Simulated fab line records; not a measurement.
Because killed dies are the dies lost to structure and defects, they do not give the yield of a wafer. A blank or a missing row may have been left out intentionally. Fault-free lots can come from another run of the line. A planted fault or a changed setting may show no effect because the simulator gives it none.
fab line records ; flow berkeley_cmos170
record: lots: 6; wafers: 18; last_day: 13
route steps=331 shown SCREENOX@100 NVT@104 PVT@115 GATE@125
lots with no fault: from the same line, run without faults
start_h: the number of hours between the record's first day and the start of the first shown wafer of the lot ; wait_h: hours since the lot's step before ; " repeats the value in the row above ; L1.1+2: a row that stands for several wafers ; - no value, or no start given ; * or withheld: withheld ; < > ~ a bound
route shown NAME@n: a module of which the file shows steps, and the number in the route of the first ; usual: mean/standard deviation taken from wafers without a fault ; same: alike in all rows ; chamber/n: place in a boat ; sites: the reading at each site ; _std_site: the standard deviation of these ; _edge_site: mean of outer sites minus mean of inner sites ; radius_mm: how far each site lies from the wafer's centre ; mask NAME#n: copy n ; behind: the last tool/chamber to shape the wafer ; hold: reason for holding the lot/hours on hold/outcome of the hold ; device: names the non-switching transistor (n, p or np) ; end of line: tests of these same wafers at the route's end ; a step with no rows: only its recipe ; killed: dies that structure and defects cost at the first sort, which is not the same as the wafer's yield ; map: a wafer's dies, marking killed ones x, the rest . and places with no die _
set.NAME: the run value of the setting; set.NAME@STEP: its run value at that earlier step ; model.NAME: the simulator's own value behind a step, which no gauge read
a table for each step, a row for each wafer; lots at some steps of the route
services: the hour from which a tool's chamber was out of use, counted from the record's first day as start_h (under 0 if before that day), plus the number of hours and why
== steps ==
step: UCB170_SCREENOX_WET_ETCH_00
recipe: chemistry: dHF; dilution: 25:1; target: SiO2; temp_c: 25; time_s: 200
step: UCB170_SCREENOX_OXIDATION_01
recipe: temp_c: 900; ambient: O2; target_thk_a: 144; ox_time_s: 2400
step: UCB170_SCREENOX_THK_MEAS_02
recipe: reads: SiO2_of_SCREENOX_OXIDATION_01
usual: SCREENOX_OXIDE_THK: 14.4/0.3
lot.wafer;tool;chamber;start_h;wait_h;SCREENOX_OXIDE_THK[nm]
L838.1;film_metro-01;-;171.00;0.0;14.4
L838.2;film_metro-01;-;171.00;0.0;14.5
L838.4;film_metro-01;-;171.00;0.0;14.5
L835.2;film_metro-03;-;171.01;0.0;14.7
L835.4;film_metro-03;-;171.01;0.0;14.7
L835.5;film_metro-03;-;171.01;0.0;14.6
L844.1;film_metro-01;-;206.63;0.0;14.5
L844.2;film_metro-01;-;206.63;0.0;14.6
L844.6;film_metro-01;-;206.63;0.0;14.5
L845.1;film_metro-04;-;206.63;0.0;14.5
L845.5;film_metro-04;-;206.63;0.0;14.5
L845.6;film_metro-04;-;206.63;0.0;14.5
L850.2;film_metro-04;-;233.16;0.0;14.4
L850.5;film_metro-04;-;233.16;0.0;14.5
L850.6;film_metro-04;-;233.16;0.0;14.6
L851.2;film_metro-01;-;233.16;0.0;14.2
L851.3;film_metro-01;-;233.16;0.0;14.4
L851.5;film_metro-01;-;233.16;0.0;14.0
step: UCB170_SCREENOX_ANNEAL_03
recipe: temp_c: 900; time_s: 900; ambient: N2
step: UCB170_NVT_HMDS_00
recipe: prime_time_s: 60; prime_temp_c: 100
step: UCB170_NVT_COAT_01
recipe: resist: KrF; spin_rpm: 1500; resist_thk_nm: 900
step: UCB170_NVT_SOFTBAKE_02
recipe: resist: KrF; temp_c: 130; time_s: 60
step: UCB170_NVT_EXPOSE_03
recipe: mask_id: PWELL; target_cd_nm: 3000; na: 0.5; sigma_outer: 0.6; source_shape: conventional; dose_mj: 30
step: UCB170_NVT_PEB_04
recipe: peb_temp_c: 130; peb_time_s: withheld; resist: KrF
step: UCB170_NVT_DEVELOP_05
recipe: developer: TMAH; develop_time_s: 45; resist: KrF; dev_temp_c: 21
step: UCB170_NVT_OVL_MEAS_06
usual: NVT_OVL: -6/5.6
lot.wafer;tool;chamber;start_h;wait_h;NVT_OVL[nm]
L835.2;overlay-01;-;181.70;-;-6
L835.4;overlay-01;-;181.70;-;-15
L835.5;overlay-01;-;181.70;-;-10
L838.1;overlay-01;-;182.05;-;-5
L838.2;overlay-01;-;182.05;-;-7
L838.4;overlay-01;-;182.05;-;-1
L844.1;overlay-01;-;215.37;-;-4
L844.2;overlay-01;-;215.37;-;-10
L844.6;overlay-01;-;215.37;-;-13
L845.1;overlay-02;-;215.73;-;-11
L845.5;overlay-02;-;215.73;-;-15
L845.6;overlay-02;-;215.73;-;-1
L850.2;overlay-01;-;238.70;-;-1
L850.5;overlay-01;-;238.70;-;-2
L850.6;overlay-01;-;238.70;-;-3
L851.2;overlay-02;-;239.21;-;-6
L851.3;overlay-02;-;239.21;-;-12
L851.5;overlay-02;-;239.21;-;-13
step: UCB170_NVT_IMPLANT_07
recipe: species: BF2; dose_cm2: 3e+12; energy_kev: 50; tilt_deg: 7
step: UCB170_NVT_STRIP_08
recipe: chemistry: O2; power_w: 400; pressure_mtorr: 3500; platen_temp_c: withheld; o2_flow_sccm: 400; overash_fraction: 0.5
usual: chamber_pressure_mTorr: 3500/3.3; drypump_motor_current_A: 5.9/0.5; oes_product_au: 0.734/0.0044; strip_time_to_endpoint_s: 21.63/0.059
lot.wafer;tool;chamber;start_h;wait_h;chamber_pressure_mTorr;drypump_motor_current_A;oes_product_au;rf_hours_counter_h;strip_time_to_endpoint_s;model.KrF_of_NVT_COAT_01.thk_nm
L835.2;plasma_asher-03;1;181.88;0.1;3496;5.6;0.735;44;21.66;0
L835.4;plasma_asher-03;1;181.88;0.1;3500;5.6;0.737;-;21.65;0
L835.5;plasma_asher-03;0;181.88;0.1;3498;5.1;0.736;-;21.66;0
L838.1;plasma_asher-01;0;182.24;0.1;3498;6.5;0.738;46;21.64;0
L838.2;plasma_asher-01;1;182.24;0.1;3495;6.6;0.733;46;21.64;0
L838.4;plasma_asher-01;1;182.24;0.1;3504;6.6;0.734;-;21.63;0
L844.1;plasma_asher-04;0;215.56;0.1;-;-;-;-;-;884.6
L844.2;plasma_asher-04;1;215.56;0.1;-;-;-;-;-;883.3
L844.6;plasma_asher-04;1;215.56;0.1;-;-;-;-;-;886.5
L845.1;plasma_asher-03;1;215.91;0.1;-;-;-;-;-;886
L845.5;plasma_asher-03;0;215.91;0.1;-;-;-;-;-;886.7
L845.6;plasma_asher-03;1;215.91;0.1;-;-;-;-;-;883.9
L850.2;plasma_asher-03;1;238.88;0.1;3495;5.5;0.734;49;21.56;0
L850.5;plasma_asher-03;1;238.88;0.1;3502;5.6;0.733;-;21.56;0
L850.6;plasma_asher-03;0;238.88;0.1;3494;5.1;0.732;-;21.58;0
L851.2;plasma_asher-01;0;239.39;0.1;3499;6.5;0.737;52;21.51;0
L851.3;plasma_asher-01;1;239.39;0.1;3505;6.6;0.736;-;21.64;0
L851.5;plasma_asher-01;1;239.39;0.1;3502;6.6;0.739;-;21.59;0
step: UCB170_NVT_TW_MEAS_09
usual: NVT_TW: 523.1/2.6
lot.wafer;tool;chamber;start_h;wait_h;NVT_TW
L835.2;film_metro-01;-;181.99;0.1;523.0
L835.4;film_metro-01;-;181.99;0.1;520.0
L835.5;film_metro-01;-;181.99;0.1;521.0
L838.1;film_metro-02;-;182.34;0.1;521.4
L838.2;film_metro-02;-;182.34;0.1;519.9
L838.4;film_metro-02;-;182.34;0.1;522.4
L844.1;film_metro-01;-;215.66;0.1;521.6
L844.2;film_metro-01;-;215.66;0.1;520.8
L844.6;film_metro-01;-;215.66;0.1;521.3
L845.1;film_metro-02;-;216.01;0.1;520.9
L845.5;film_metro-02;-;216.01;0.1;524.3
L845.6;film_metro-02;-;216.01;0.1;526.8
L850.2;film_metro-02;-;238.99;0.1;521.9
L850.5;film_metro-02;-;238.99;0.1;522.8
L850.6;film_metro-02;-;238.99;0.1;525.7
L851.2;film_metro-02;-;239.50;0.1;524.5
L851.3;film_metro-02;-;239.50;0.1;522.3
L851.5;film_metro-02;-;239.50;0.1;523.4
step: UCB170_NVT_CLEAN_10
recipe: chemistry: SPM; temp_c: 120; time_s: 600
step: UCB170_PVT_HMDS_00
recipe: prime_time_s: 60; prime_temp_c: 100
step: UCB170_PVT_COAT_01
recipe: resist: KrF; spin_rpm: 1500; resist_thk_nm: 900
step: UCB170_PVT_SOFTBAKE_02
recipe: resist: KrF; temp_c: 130; time_s: 60
step: UCB170_PVT_EXPOSE_03
recipe: mask_id: NWELL; target_cd_nm: 3000; na: 0.5; sigma_outer: 0.6; source_shape: conventional; dose_mj: 30
step: UCB170_PVT_PEB_04
recipe: peb_temp_c: 130; peb_time_s: withheld; resist: KrF
step: UCB170_PVT_DEVELOP_05
recipe: developer: TMAH; develop_time_s: 45.64; resist: KrF; dev_temp_c: 21
step: UCB170_PVT_OVL_MEAS_06
usual: PVT_OVL: -1/5.2
lot.wafer;tool;chamber;start_h;wait_h;PVT_OVL[nm]
L835.2;overlay-01;-;183.06;-;-3
L835.4;overlay-01;-;183.06;-;-1
L835.5;overlay-01;-;183.06;-;-5
L838.1;overlay-02;-;183.74;-;5
L838.2;overlay-02;-;183.74;-;3
L838.4;overlay-02;-;183.74;-;8
L844.1;overlay-02;-;216.92;-;-10
L844.2;overlay-02;-;216.92;-;-4
L844.6;overlay-02;-;216.92;-;-8
L845.1;overlay-01;-;217.21;-;-6
L845.5;overlay-01;-;217.21;-;-3
L845.6;overlay-01;-;217.21;-;4
L850.2;overlay-01;-;243.14;-;-9
L850.5;overlay-01;-;243.14;-;-2
L850.6;overlay-01;-;243.14;-;-13
L851.2;overlay-02;-;244.20;-;-5
L851.3;overlay-02;-;244.20;-;-2
L851.5;overlay-02;-;244.20;-;-1
step: UCB170_PVT_IMPLANT_07
recipe: species: P; dose_cm2: 2e+12; energy_kev: 30; tilt_deg: 7
step: UCB170_PVT_STRIP_08
recipe: chemistry: O2; power_w: 400; pressure_mtorr: 3500; platen_temp_c: withheld; o2_flow_sccm: 400; overash_fraction: 0.5
usual: chamber_pressure_mTorr: 3499/10; drypump_motor_current_A: 6.0/0.6; oes_product_au: 0.735/0.0045; strip_time_to_endpoint_s: 21.63/0.058
lot.wafer;tool;chamber;start_h;wait_h;chamber_pressure_mTorr;drypump_motor_current_A;oes_product_au;rf_hours_counter_h;strip_time_to_endpoint_s
L835.2;plasma_asher-01;1;183.24;0.1;3493;6.6;0.736;47;21.59
L835.4;plasma_asher-01;1;183.24;0.1;3497;6.6;0.733;-;21.68
L835.5;plasma_asher-01;0;183.24;0.1;3502;6.5;0.735;-;21.62
L838.1;plasma_asher-01;0;183.93;0.1;3385;6.4;0.732;47;21.67
L838.2;plasma_asher-01;1;183.93;0.1;3507;6.6;0.739;47;21.64
L838.4;plasma_asher-01;1;183.93;0.1;3500;6.6;0.736;-;21.72
L844.1;plasma_asher-02;1;217.11;0.1;3502;5.2;0.740;43;47.69
L844.2;plasma_asher-02;0;217.11;0.1;3502;6.4;0.749;43;47.69
L844.6;plasma_asher-02;1;217.11;0.1;3493;5.2;0.752;-;47.82
L845.1;plasma_asher-01;0;217.40;0.1;3499;6.5;0.734;49;47.91
L845.5;plasma_asher-01;1;217.40;0.1;3500;6.6;0.746;-;47.91
L845.6;plasma_asher-01;0;217.40;0.1;3498;6.4;0.736;-;47.83
L850.2;plasma_asher-01;1;243.32;0.1;3506;6.6;0.742;52;21.69
L850.5;plasma_asher-01;0;243.32;0.1;3503;6.5;0.727;-;21.71
L850.6;plasma_asher-01;1;243.32;0.1;3504;6.6;0.739;-;21.74
L851.2;plasma_asher-02;0;244.38;0.1;3494;6.5;0.735;46;21.65
L851.3;plasma_asher-02;0;244.38;0.1;3506;6.4;0.730;-;21.65
L851.5;plasma_asher-02;0;244.38;0.1;3499;6.4;0.731;-;21.71
step: UCB170_PVT_TW_MEAS_09
usual: PVT_TW: 506.8/2.7
lot.wafer;tool;chamber;start_h;wait_h;PVT_TW
L835.2;film_metro-03;-;183.35;0.1;505.3
L835.4;film_metro-03;-;183.35;0.1;506.1
L835.5;film_metro-03;-;183.35;0.1;506.0
L838.1;film_metro-04;-;184.03;0.1;512.2
L838.2;film_metro-04;-;184.03;0.1;514.0
L838.4;film_metro-04;-;184.03;0.1;513.0
L844.1;film_metro-02;-;217.21;0.1;30.0
L844.2;film_metro-02;-;217.21;0.1;30.0
L844.6;film_metro-02;-;217.21;0.1;29.8
L845.1;film_metro-03;-;217.50;0.1;30.1
L845.5;film_metro-03;-;217.50;0.1;30.1
L845.6;film_metro-03;-;217.50;0.1;30.0
L850.2;film_metro-02;-;243.43;0.1;505.7
L850.5;film_metro-02;-;243.43;0.1;506.1
L850.6;film_metro-02;-;243.43;0.1;504.6
L851.2;film_metro-02;-;244.49;0.1;504.9
L851.3;film_metro-02;-;244.49;0.1;506.4
L851.5;film_metro-02;-;244.49;0.1;505.0
step: UCB170_GATE_WET_ETCH_00
recipe: chemistry: dHF; dilution: 25:1; target: SiO2; temp_c: 25; time_s: 200
== services ==
tool;chamber;start_h;hours;kind
plasma_asher-03;-;211.06;1.3;repair
== key ==
first_sign: step: UCB170_NVT_STRIP_08; reading: tool_record; direction: missing
effect: step: UCB170_PVT_STRIP_08; reading: strip_time_to_endpoint_s; direction: up; sigmas: 99+; usual: *; struck: *
effect: step: UCB170_PVT_TW_MEAS_09; reading: PVT_TW; direction: down; sigmas: 99+; usual: 506.8; struck: 30.0
model_effect: step: UCB170_NVT_STRIP_08; value: KrF_of_NVT_COAT_01.thk_nm; without: 0; struck: 885.2
met_at UCB170_NVT_STRIP_08
struck_wafers L844.1,L844.2,L844.6,L845.1,L845.5,L845.6
sort_left_out L844.1,L844.2,L844.6,L845.1,L845.5,L845.6
tester_left_out L844,L845
onset_between 181.88 215.56
fault: kind: skipped_step_whole; tool: plasma_asher-03,plasma_asher-04; chamber: -; onset_h: 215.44; steps: UCB170_NVT_STRIP_08; scope: struck_lots_only
tester_left_out: of these lots the tester's yield and bins aren't shown, on N5 and GAA mostly nor the transistor test; their killed dies are dies lost to structure and defects alone, not to doping, threshold or leakage, so they don't give the yield
sort_left_out: the simulated sort isn't trusted on such a fault, so these wafers' sort isn't shown, and their yield isn't known
